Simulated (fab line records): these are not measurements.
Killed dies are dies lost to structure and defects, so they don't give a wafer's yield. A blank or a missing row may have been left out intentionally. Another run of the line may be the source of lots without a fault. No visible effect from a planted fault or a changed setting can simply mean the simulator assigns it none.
Matching of chambers -- flow berkeley_cmos170 -- 4 sister chambers for UCB170_PWELL_ETCH_14 on rie_diel-01
The step etches Si3N4 in CH3F/Ar/O2, stops on SiO2, target depth 242 nm, time 151 s. 8 wafers are shown with their chamber, then 7 later ones without.

WAFERS, EACH WITH ITS CHAMBER
wafer,chamber,oes_product_au (a.u.),throttle_valve_pct (%)
L074.1,1,0.912,8.08
L085.3,1,0.918,8.06
L085.4,2,0.940,8.04
L085.5,3,0.903,8.06
L086.2,2,0.939,8.02
L086.6,0,0.942,8.08
L088.1,0,0.934,8.09
L088.3,3,0.908,8.03

WAFERS MISSING THEIR CHAMBER
wafer,oes_product_au (a.u.),throttle_valve_pct (%)
L088.5,0.933,8.02
L090.3,0.942,8.07
L090.5,0.923,8.06
L090.6,0.934,8.04
L096.2,0.927,8.08
L096.3,0.948,8.09
L096.4,0.940,8.02

WHICH CHAMBER EACH ONE RAN IN
wafer,from the rows above,in truth
L088.5,2,2
L090.3,can't be placed: 0 or 2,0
L090.5,1,1
L090.6,can't be placed: 2 or 0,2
L096.2,can't be placed: 0 or 1 or 2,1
L096.3,can't be placed: 0 or 2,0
L096.4,2,2
Correctly placed: 3 of 7. Unplaceable from these rows: 4, with the true chamber sitting among the candidates in 4. Number placed wrongly: 0.
How it was worked out, from the rows above alone: a wafer's distance from a chamber is the root of the sum, over the readings, of the square of ((its reading less the chamber's mean) divided by the reading's scatter). The wafer belongs to the nearest chamber; if the next one is less than 2 further off, it can't be placed. A chamber's mean is the mean of its shown wafers. How the scatter is found: for the shown wafers, subtract from each reading the mean of its chamber, square and add these, divide the total by (wafers less chambers), then take the root.
